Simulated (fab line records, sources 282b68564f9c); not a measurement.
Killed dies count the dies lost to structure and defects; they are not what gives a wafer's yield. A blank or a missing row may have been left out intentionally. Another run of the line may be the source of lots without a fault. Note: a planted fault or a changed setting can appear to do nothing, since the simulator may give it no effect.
fab line records ; flow rit_cmos
record: lots: 5; wafers: 27
route steps=202 shown SILICIDE@167 M1@196
start_h: the number of hours between the record's first day and the start of the first shown wafer of the lot ; wait_h: hours from the lot's prior step to this one ; " the same as in the row above ; L1.1+2: a single row standing in for several wafers ; - no value, or no start was given ; * or withheld: withheld ; < > ~ a bound
route shown NAME@n: a module of which the file shows steps, and the number in the route of the first ; usual: mean and standard deviation over wafers with no fault ; same: alike in all rows ; chamber/n: place in a boat ; sites: readings site by site ; _std_site: the standard deviation of these ; _edge_site: outer sites' mean less inner sites' ; radius_mm: for every site, how far away it sits from the centre of the wafer ; mask NAME#n: copy n ; behind: tool/chamber where the wafer was last shaped ; hold: what put the lot on hold/how long, in hours/how the hold closed ; device: the transistor (n, p or np) that didn't switch ; end of line: the same wafers' tests at the end of the route ; a step given without rows: its recipe and nothing more ; killed: not the wafer's yield, but the dies lost to structure and defects at the first sort ; map: per-die view of a wafer (x killed, . not killed, _ where there is no die)
set.NAME: setting as actually run; set.NAME@STEP: the setting as run at that earlier step ; model.NAME: the simulator's own value behind a step, which no gauge read
lots run with intentionally changed settings; tables by step, rows by wafer
== steps ==
step: RIT_SILICIDE_RTA_06
recipe: temp_c: 750; time_s: 10; idle_temp_c: 25; ramp_up_s: 5; ramp_down_s: 10; cool_to_c: 25; ambient: N2
lot.wafer;tool;chamber;start_h;wait_h;set.time_s
L076.1+2+3+4+5+6;rtp_anneal-01;0;61.68;0.0;10
L078.1+2+4;rtp_anneal-01;0;71.74;0.0;10
L078.3+5+6;rtp_anneal-01;0;71.74;0.0;4.231
L082.1+2+3+4+5+6;rtp_anneal-01;0;90.22;0.0;10
L084.3+4+5;rtp_anneal-01;0;99.85;0.0;10
L085.1+2+3;rtp_anneal-02;0;106.15;0.0;5.556
L085.4+5+6;rtp_anneal-02;0;106.15;0.0;10
step: RIT_M1_METAL_ETCH_12
recipe: stop_on: SiO2; chemistry: Cl2/BCl3; target: Al; time_s: 165; over_etch_frac: 0.5; pressure_mtorr: 100; target_depth_a: 6000; rf_w: 250; Cl2_flow_sccm: 60; bcl3_flow_sccm: 50
usual: oes_product_au: 0.773/0.01
lot.wafer;tool;chamber;start_h;wait_h;set.target_depth_a;oes_product_au;model.NOVOLAK_of_M1_COAT_04.thk_nm;model.M1.feature_depth_nm
L076.1;rie_metal-03;0;66.03;0.2;6000;0.784;816.2;432.6
L076.2;rie_metal-03;1;66.03;0.2;7762;0.678;710.3;442.8
L076.3;rie_metal-03;1;66.03;0.2;6000;0.783;806.4;433.2
L076.4;rie_metal-03;0;66.03;0.2;7762;0.692;730.8;442.2
L076.5;rie_metal-03;0;66.03;0.2;6000;0.779;819.4;428.4
L076.6;rie_metal-03;1;66.03;0.2;7762;0.674;707.5;444.1
L078.1;rie_metal-04;0;76.07;0.2;8876;0.631;625.9;454.3
L078.2;rie_metal-04;1;76.07;0.2;6000;0.778;801.6;439.5
L078.3;rie_metal-04;1;76.07;0.2;6000;0.784;799;435.5
L078.4;rie_metal-04;0;76.07;0.2;8876;0.636;625;455.8
L078.5;rie_metal-04;1;76.07;0.2;6000;0.778;802.4;436.8
L078.6;rie_metal-04;0;76.07;0.2;8876;0.639;627.7;454.5
L082.1;rie_metal-03;0;94.40;0.2;6000;0.779;822.9;429.5
L082.2;rie_metal-03;1;94.40;0.2;6000;0.769;810.1;430.6
L082.3;rie_metal-03;1;94.40;0.2;6000;0.775;803.6;429.6
L082.4;rie_metal-03;0;94.40;0.2;6000;0.784;822;424.3
L082.5;rie_metal-03;1;94.40;0.2;6000;0.774;801.9;431.3
L082.6;rie_metal-03;0;94.40;0.2;6000;0.776;820.1;425.3
L084.3;rie_metal-04;1;104.21;0.2;6000;0.781;802.9;431.4
L084.4;rie_metal-04;0;104.21;0.2;6000;0.765;796.3;431.2
L084.5;rie_metal-04;0;104.21;0.2;6000;0.763;795.9;435.2
L085.1;rie_metal-01;1;110.51;0.2;8054;0.662;686.4;448.2
L085.2;rie_metal-01;0;110.51;0.2;6000;0.760;799.8;434.8
L085.3;rie_metal-01;1;110.51;0.2;6000;0.767;797.9;438.1
L085.4;rie_metal-01;0;110.51;0.2;8054;0.646;675.6;442.6
L085.5;rie_metal-01;1;110.51;0.2;8054;0.659;686.6;448.2
L085.6;rie_metal-01;0;110.51;0.2;6000;0.767;792.7;438.8
step: RIT_M1_STRIP_13
recipe: chemistry: nmp; resist: NOVOLAK; temp_c: 80; time_s: 600; dry: n2_spin
step: RIT_M1_STRIP_14
recipe: chemistry: O2; time_s: 180; platen_temp_c: withheld; power_w: 500; pressure_mtorr: 4000; o2_flow_sccm: 4000
step: RIT_M1_CD_MEAS_90
recipe: target_cd_nm: 2600
usual: cd_nm: 2599.6/2.7
lot.wafer;tool;chamber;start_h;wait_h;set.target_depth_a@M1_METAL_ETCH_12;cd_nm
L076.1;cd_sem-01;-;66.55;0.1;6000;2600.0
L076.2;cd_sem-01;-;66.55;0.1;7762;2591.6
L076.3;cd_sem-01;-;66.55;0.1;6000;2598.2
L076.4;cd_sem-01;-;66.55;0.1;7762;2597.1
L076.5;cd_sem-01;-;66.55;0.1;6000;2601.4
L076.6;cd_sem-01;-;66.55;0.1;7762;2591.7
L078.1;cd_sem-01;-;76.60;0.1;8876;2583.8
L078.2;cd_sem-01;-;76.60;0.1;6000;2602.5
L078.3;cd_sem-01;-;76.60;0.1;6000;2599.7
L078.4;cd_sem-01;-;76.60;0.1;8876;2587.0
L078.5;cd_sem-01;-;76.60;0.1;6000;2599.7
L078.6;cd_sem-01;-;76.60;0.1;8876;2585.9
L082.1;cd_sem-02;-;94.92;0.1;6000;2603.7
L082.2;cd_sem-02;-;94.92;0.1;6000;2602.3
L082.3;cd_sem-02;-;94.92;0.1;6000;2602.7
L082.4;cd_sem-02;-;94.92;0.1;6000;2604.2
L082.5;cd_sem-02;-;94.92;0.1;6000;2603.0
L082.6;cd_sem-02;-;94.92;0.1;6000;2607.3
L084.3;cd_sem-02;-;104.71;0.1;6000;2600.9
L084.4;cd_sem-02;-;104.71;0.1;6000;2595.9
L084.5;cd_sem-02;-;104.71;0.1;6000;2596.3
L085.1;cd_sem-02;-;111.02;0.1;8054;2590.4
L085.2;cd_sem-02;-;111.02;0.1;6000;2600.5
L085.3;cd_sem-02;-;111.02;0.1;6000;2597.8
L085.4;cd_sem-02;-;111.02;0.1;8054;2588.1
L085.5;cd_sem-02;-;111.02;0.1;8054;2593.4
L085.6;cd_sem-02;-;111.02;0.1;6000;2597.9
step: RIT_M1_ANNEAL_15
recipe: temp_c: 450; time_s: 1800; ambient: forming_gas_H2N2
step: RIT_M1_PROBE_99
usual: killed_at_M0_to_M3: 0.0/0.12; killed_at_front_end: 6.6/2.9; killed_dies: 6.7/2.9; killed_open: 3.5/2; killed_short: 3.1/1.8
same: gross_dies: 264; killed_at_M4_up: 0; killed_at_back_side: 0; killed_at_contacts: 0; killed_at_other: 0
lot.wafer;tool;chamber;start_h;wait_h;set.time_s@SILICIDE_RTA_06;killed_at_M0_to_M3;killed_at_front_end;killed_dies;killed_open;killed_short;model.etest.npoly_sal.rs_ohm_sq;model.etest.ppoly_sal.rs_ohm_sq;model.etest.pplus_sal.rs_ohm_sq;model.etest.nplus_sal.rs_ohm_sq;model.etest.pplus_sal.line_ohm_um;model.etest.nplus_sal.line_ohm_um;model.etest.contact_ppoly.rc_ohm;model.etest.contact_npoly.rc_ohm
L076.1;prober-01;-;68.29;0.1;10;0;3;3;1;2;4.367;4.338;4.297;4.341;1.262;1.253;1.361;1.37
L076.2;prober-01;-;68.34;0.1;10;0;10;10;7;3;4.336;4.298;4.265;4.28;1.252;1.26;1.415;1.38
L076.3;prober-01;-;68.39;0.2;10;0;9;9;4;5;4.383;4.356;4.322;4.304;1.276;1.255;1.4;1.383
L076.4;prober-01;-;68.44;0.2;10;0;10;10;4;6;4.399;4.363;4.349;4.338;1.269;1.257;1.371;1.432
L076.5;prober-01;-;68.49;0.2;10;0;10;10;7;3;4.284;4.283;4.29;4.273;1.255;1.257;1.356;1.301
L076.6;prober-01;-;68.54;0.2;10;0;6;6;3;3;4.369;4.314;4.299;4.321;1.276;1.267;1.425;1.398
L078.1;prober-02;-;78.60;0.1;10;0;3;3;1;2;4.465;4.439;4.423;4.397;1.307;1.286;1.396;1.396
L078.2;prober-02;-;78.65;0.1;10;0;4;4;3;1;4.367;4.348;4.358;4.308;1.261;1.255;1.393;1.368
L078.3;prober-02;-;78.70;0.2;4.231;0;1;1;1;0;6.769;6.741;6.712;6.682;1.947;1.93;2.041;1.994
L078.4;prober-02;-;78.75;0.2;10;0;6;6;2;4;4.375;4.365;4.302;4.351;1.27;1.268;1.383;1.397
L078.5;prober-02;-;78.80;0.2;4.231;0;8;8;5;3;6.668;6.593;6.561;6.574;1.94;1.894;2.032;2.049
L078.6;prober-02;-;78.85;0.2;4.231;0;5;5;1;4;6.795;6.728;6.675;6.686;1.953;1.955;2.008;1.974
L082.1;prober-02;-;96.66;0.1;10;0;12;12;7;5;4.368;4.298;4.305;4.301;1.248;1.274;1.34;1.393
L082.2;prober-02;-;96.71;0.1;10;0;6;6;3;3;4.488;4.447;4.412;4.425;1.289;1.281;1.387;1.34
L082.3;prober-02;-;96.76;0.2;10;0;5;5;5;0;4.367;4.348;4.311;4.303;1.238;1.24;1.386;1.365
L082.4;prober-02;-;96.81;0.2;10;0;6;6;3;3;4.412;4.35;4.364;4.347;1.287;1.246;1.391;1.397
L082.5;prober-02;-;96.86;0.2;10;0;8;8;4;4;4.474;4.442;4.443;4.435;1.284;1.275;1.431;1.371
L082.6;prober-02;-;96.91;0.2;10;0;11;11;5;6;4.368;4.363;4.377;4.325;1.26;1.268;1.415;1.421
L084.3;prober-02;-;106.51;0.2;10;0;9;9;5;4;4.366;4.371;4.314;4.304;1.251;1.25;1.372;1.393
L084.4;prober-02;-;106.56;0.2;10;0;5;5;1;4;4.445;4.441;4.413;4.414;1.271;1.288;1.391;1.397
L084.5;prober-02;-;106.61;0.2;10;0;4;4;1;3;4.448;4.385;4.358;4.373;1.271;1.254;1.418;1.397
L085.1;prober-01;-;113.88;0.1;5.556;1;8;9;4;5;5.63;5.608;5.588;5.613;1.61;1.606;1.743;1.688
L085.2;prober-01;-;113.93;0.1;5.556;0;13;13;9;4;5.744;5.668;5.738;5.672;1.66;1.646;1.746;1.763
L085.3;prober-01;-;113.98;0.2;5.556;0;5;5;3;2;5.772;5.727;5.69;5.682;1.703;1.658;1.776;1.735
L085.4;prober-01;-;114.03;0.2;10;0;5;5;4;1;4.458;4.378;4.375;4.362;1.29;1.29;1.405;1.425
L085.5;prober-01;-;114.08;0.2;10;0;3;3;1;2;4.442;4.413;4.398;4.385;1.276;1.27;1.362;1.389
L085.6;prober-01;-;114.13;0.2;10;0;7;7;5;2;4.36;4.311;4.325;4.311;1.268;1.24;1.317;1.385
killed by level:class
L076.1 GATE:geometric_particle:open=1 REOX:geometric_particle:short=1 SILICIDE:geometric_particle:short=1
L076.2 GATE:geometric_particle:open=5 SILICIDE:geometric_particle:open=2 FOX1:geometric_particle:short=1 REOX:geometric_particle:short=1 SILICIDE:geometric_particle:short=1
L076.3 FOX1:geometric_particle:open=4 REOX:geometric_particle:short=2 GATE:geometric_particle:short=1 SPACER:geometric_particle:short=1 SILICIDE:geometric_particle:short=1
L076.4 FOX1:geometric_particle:short=2 GATE:geometric_particle:short=2 REOX:geometric_particle:open=2 GATE:geometric_particle:open=1 REOX:geometric_particle:short=1 SILICIDE:geometric_particle:short=1 SILICIDE:geometric_particle:open=1
L076.5 GATE:geometric_particle:open=3 SILICIDE:geometric_particle:short=3 SPACER:geometric_particle:open=2 FOX1:geometric_particle:open=1 FOX2:geometric_particle:open=1
L076.6 REOX:geometric_particle:short=3 FOX2:geometric_particle:open=1 SPACER:geometric_particle:open=1 SILICIDE:geometric_particle:open=1
L078.1 FOX1:geometric_particle:short=1 GATE:geometric_particle:short=1 SILICIDE:geometric_particle:open=1
L078.2 GATE:geometric_particle:open=2 GATE:geometric_particle:short=1 SILICIDE:geometric_particle:open=1
L078.3 GATE:geometric_particle:open=1
L078.4 GATE:geometric_particle:short=3 GATE:geometric_particle:open=1 SPACER:geometric_particle:open=1 SPACER:geometric_particle:short=1
L078.5 GATE:geometric_particle:open=3 GATE:geometric_particle:short=3 SPACER:geometric_particle:open=1 SILICIDE:geometric_particle:open=1
L078.6 FOX1:geometric_particle:short=1 GATE:geometric_particle:short=1 REOX:geometric_particle:short=1 SILICIDE:geometric_particle:short=1 SILICIDE:geometric_particle:open=1
L082.1 FOX1:geometric_particle:open=2 GATE:geometric_particle:open=2 REOX:geometric_particle:open=2 SPACER:geometric_particle:short=2 FOX1:geometric_particle:short=1 GATE:geometric_particle:short=1 SILICIDE:geometric_particle:open=1 SILICIDE:geometric_particle:short=1
L082.2 GATE:geometric_particle:short=2 FOX1:geometric_particle:short=1 GATE:geometric_particle:open=1 REOX:geometric_particle:open=1 SILICIDE:geometric_particle:open=1
L082.3 GATE:geometric_particle:open=4 SILICIDE:geometric_particle:open=1
L082.4 GATE:geometric_particle:short=2 GATE:geometric_particle:open=1 REOX:geometric_particle:open=1 SPACER:geometric_particle:short=1 SILICIDE:geometric_particle:open=1
L082.5 GATE:geometric_particle:open=2 REOX:geometric_particle:open=2 FOX2:geometric_particle:short=1 REOX:geometric_particle:short=1 SPACER:geometric_particle:short=1 SILICIDE:geometric_particle:short=1
L082.6 GATE:geometric_particle:short=5 GATE:geometric_particle:open=4 FOX1:geometric_particle:open=1 FOX1:geometric_particle:short=1
L084.3 FOX1:geometric_particle:open=3 GATE:geometric_particle:short=2 SILICIDE:geometric_particle:short=2 GATE:geometric_particle:open=1 SPACER:geometric_particle:open=1
L084.4 FOX1:geometric_particle:short=1 FOX2:geometric_particle:short=1 GATE:geometric_particle:short=1 GATE:geometric_particle:open=1 SPACER:geometric_particle:short=1
L084.5 GATE:geometric_particle:short=2 GATE:geometric_particle:open=1 SPACER:geometric_particle:short=1
L085.1 FOX1:geometric_particle:open=2 FOX2:geometric_particle:short=2 GATE:geometric_particle:short=2 GATE:geometric_particle:open=1 REOX:geometric_particle:open=1 M1:geometric_particle:short=1
L085.2 SPACER:geometric_particle:open=3 FOX1:geometric_particle:short=2 FOX1:geometric_particle:open=2 FOX2:geometric_particle:short=2 FOX2:geometric_particle:open=2 GATE:geometric_particle:open=2
L085.3 FOX1:geometric_particle:open=2 GATE:geometric_particle:short=2 SPACER:geometric_particle:open=1
L085.4 SILICIDE:geometric_particle:open=3 FOX2:geometric_particle:short=1 SPACER:geometric_particle:open=1
L085.5 GATE:geometric_particle:short=2 FOX1:geometric_particle:open=1
L085.6 FOX2:geometric_particle:open=2 FOX1:geometric_particle:open=1 GATE:geometric_particle:short=1 REOX:geometric_particle:open=1 SPACER:geometric_particle:open=1 SPACER:geometric_particle:short=1
== key ==
split: step: RIT_SILICIDE_RTA_06; setting: time_s; stated: 10; by: wafer
response: step: RIT_M1_PROBE_99; reading: model.etest.npoly_sal.rs_ohm_sq; change: -0.0363; per: 1%; r: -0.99
response: step: RIT_M1_PROBE_99; reading: model.etest.ppoly_sal.rs_ohm_sq; change: -0.036; per: 1%; r: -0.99
response: step: RIT_M1_PROBE_99; reading: model.etest.pplus_sal.rs_ohm_sq; change: -0.0358; per: 1%; r: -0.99
response: step: RIT_M1_PROBE_99; reading: model.etest.nplus_sal.rs_ohm_sq; change: -0.0359; per: 1%; r: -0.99
response: step: RIT_M1_PROBE_99; reading: model.etest.pplus_sal.line_ohm_um; change: -0.0104; per: 1%; r: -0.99
response: step: RIT_M1_PROBE_99; reading: model.etest.nplus_sal.line_ohm_um; change: -0.0102; per: 1%; r: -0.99
response: step: RIT_M1_PROBE_99; reading: model.etest.contact_ppoly.rc_ohm; change: -0.0102; per: 1%; r: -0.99
response: step: RIT_M1_PROBE_99; reading: model.etest.contact_npoly.rc_ohm; change: -0.00949; per: 1%; r: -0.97
split: step: RIT_M1_METAL_ETCH_12; setting: target_depth_a; stated: 6000; by: wafer
response: step: RIT_M1_METAL_ETCH_12; reading: oes_product_au; change: -0.00315; per: 1%; r: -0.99
response: step: RIT_M1_METAL_ETCH_12; reading: model.NOVOLAK_of_M1_COAT_04.thk_nm; change: -3.5; per: 1%; r: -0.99
response: step: RIT_M1_METAL_ETCH_12; reading: model.M1.feature_depth_nm; change: +0.345; per: 1%; r: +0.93
response: step: RIT_M1_CD_MEAS_90; reading: cd_nm; change: -0.274; per: 1%; r: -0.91
